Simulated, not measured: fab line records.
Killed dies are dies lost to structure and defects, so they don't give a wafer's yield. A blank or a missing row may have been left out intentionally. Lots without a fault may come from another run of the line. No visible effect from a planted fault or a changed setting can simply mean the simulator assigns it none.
Matching of chambers :: flow berkeley-cmos170 :: rie-diel-01 running UCB170_CONTACT_ETCH_17: 4 sister chambers
The step etches BARC in N2/H2. 14 wafers are shown with their chamber, then 7 later ones without.

== WAFERS PAIRED WITH THEIR CHAMBERS ==
wafer: L076.1
chamber: 1
drypump-motor-current-A (A): 5.57
throttle-valve-pct (%): 13.49
oes-product-au (a.u.): 0.999

wafer: L076.2
chamber: 3
drypump-motor-current-A (A): 5.04
throttle-valve-pct (%): 13.04
oes-product-au (a.u.): 1.036

wafer: L076.5
chamber: 2
drypump-motor-current-A (A): 6.43
throttle-valve-pct (%): 13.58
oes-product-au (a.u.): 1.004

wafer: L079.1
chamber: 1
drypump-motor-current-A (A): 5.57
throttle-valve-pct (%): 13.50
oes-product-au (a.u.): 1.004

wafer: L079.3
chamber: 0
drypump-motor-current-A (A): 6.00
throttle-valve-pct (%): 13.40
oes-product-au (a.u.): 1.025

wafer: L079.5
chamber: 1
drypump-motor-current-A (A): 5.57
throttle-valve-pct (%): 13.49
oes-product-au (a.u.): 1.012

wafer: L080.3
chamber: 0
drypump-motor-current-A (A): 6.00
throttle-valve-pct (%): 13.39
oes-product-au (a.u.): 1.030

wafer: L080.4
chamber: 0
drypump-motor-current-A (A): 5.99
throttle-valve-pct (%): 13.41
oes-product-au (a.u.): 1.023

wafer: L080.6
chamber: 2
drypump-motor-current-A (A): 6.41
throttle-valve-pct (%): 13.58
oes-product-au (a.u.): 1.018

wafer: L084.3
chamber: 2
drypump-motor-current-A (A): 6.44
throttle-valve-pct (%): 13.59
oes-product-au (a.u.): 1.014

wafer: L084.4
chamber: 3
drypump-motor-current-A (A): 5.00
throttle-valve-pct (%): 13.04
oes-product-au (a.u.): 1.028

wafer: L084.6
chamber: 1
drypump-motor-current-A (A): 5.58
throttle-valve-pct (%): 13.52
oes-product-au (a.u.): 1.006

wafer: L094.1
chamber: 0
drypump-motor-current-A (A): 6.02
throttle-valve-pct (%): 13.39
oes-product-au (a.u.): 1.019

wafer: L094.4
chamber: 0
drypump-motor-current-A (A): 6.01
throttle-valve-pct (%): 13.41
oes-product-au (a.u.): 1.029

SIGNATURES (means of the wafers above)
reading: drypump-motor-current-A
chamber 0: 6.0040
chamber 1: 5.5725
chamber 2: 6.4267
chamber 3: 5.0200
scatter within a chamber: 0.0136

reading: throttle-valve-pct
chamber 0: 13.4000
chamber 1: 13.5000
chamber 2: 13.5833
chamber 3: 13.0400
scatter within a chamber: 0.0103

reading: oes-product-au
chamber 0: 1.02520
chamber 1: 1.00525
chamber 2: 1.01200
chamber 3: 1.03200
scatter within a chamber: 0.00551
Rule: distance of a wafer from a chamber = root of the sum over the readings of ((wafer's reading minus chamber's mean) / reading's scatter) squared. If the next closest chamber is less than 2 further off than the closest, the wafer can't be placed; otherwise it belongs to the closest. The scatter: take each reading less its chamber's mean, square it, sum over the shown wafers, divide by the number of wafers less the number of chambers, and take the root.

== WAFERS MISSING THEIR CHAMBER ==
wafer: L094.6
drypump-motor-current-A (A): 5.58
throttle-valve-pct (%): 13.50
oes-product-au (a.u.): 1.008

wafer: L093.1
drypump-motor-current-A (A): 6.42
throttle-valve-pct (%): 13.57
oes-product-au (a.u.): 1.000

wafer: L093.2
drypump-motor-current-A (A): 5.55
throttle-valve-pct (%): 13.49
oes-product-au (a.u.): 1.005

wafer: L093.5
drypump-motor-current-A (A): 6.42
throttle-valve-pct (%): 13.59
oes-product-au (a.u.): 1.003

wafer: L095.1
drypump-motor-current-A (A): 6.02
throttle-valve-pct (%): 13.41
oes-product-au (a.u.): 1.016

wafer: L095.2
drypump-motor-current-A (A): 6.43
throttle-valve-pct (%): 13.58
oes-product-au (a.u.): 0.996

wafer: L095.3
drypump-motor-current-A (A): 5.58
throttle-valve-pct (%): 13.50
oes-product-au (a.u.): 1.006

== EACH ONE'S CHAMBER ==
wafer: L094.6
from the rows above: 1
in truth: 1

wafer: L093.1
from the rows above: 2
in truth: 2

wafer: L093.2
from the rows above: 1
in truth: 1

wafer: L093.5
from the rows above: 2
in truth: 2

wafer: L095.1
from the rows above: 0
in truth: 0

wafer: L095.2
from the rows above: 2
in truth: 2

wafer: L095.3
from the rows above: 1
in truth: 1
Correctly placed: 7 of 7. From these rows, 0 cannot be placed. Number placed wrongly: 0.
